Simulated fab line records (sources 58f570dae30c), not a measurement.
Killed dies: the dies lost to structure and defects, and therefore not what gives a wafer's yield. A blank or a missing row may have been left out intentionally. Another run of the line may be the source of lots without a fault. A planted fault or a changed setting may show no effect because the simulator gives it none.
Chamber matching ; flow berkeley-cmos170 ; 4 sister chambers for UCB170_V1_CMP_02 on cmp-01
The step polishes SiO2. 8 wafers are shown with their chamber, then 8 later ones without.

## WAFERS, EACH WITH ITS CHAMBER
wafer;chamber;motor-current-A (A)
L377.2;2;19.0
L385.1;1;17.8
L385.5;3;18.2
L385.6;2;19.2
L392.1;1;17.9
L392.3;0;14.2
L392.5;3;17.4
L393.1;0;14.3

## WAFERS WHOSE CHAMBER IS MISSING
wafer;motor-current-A (A)
L393.4;19.0
L393.5;17.0
L398.1;18.5
L398.4;13.6
L398.5;17.8
L399.2;18.5
L399.3;13.8
L399.5;17.8

## CHAMBER TAKEN BY EACH
wafer;from the rows above;in truth
L393.4;2;2
L393.5;can't be placed: 3 or 1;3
L398.1;can't be placed: 2 or 1 or 3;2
L398.4;0;0
L398.5;can't be placed: 3 or 1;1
L399.2;can't be placed: 2 or 1 or 3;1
L399.3;0;0
L399.5;can't be placed: 3 or 1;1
3 of 8 placed correctly. These rows do not allow placing 5 (true chamber among the candidates in 5). Number placed wrongly: 0.
How it was worked out, from the rows above alone: a wafer's distance from a chamber is the root of the sum, over the readings, of the square of ((its reading less the chamber's mean) divided by the reading's scatter). If the next closest chamber is less than 2 further off than the closest, the wafer can't be placed; otherwise it belongs to the closest. For every chamber, the mean is computed from those of its wafers that are shown. How the scatter is found: for the shown wafers, subtract from each reading the mean of its chamber, square and add these, divide the total by (wafers less chambers), then take the root.
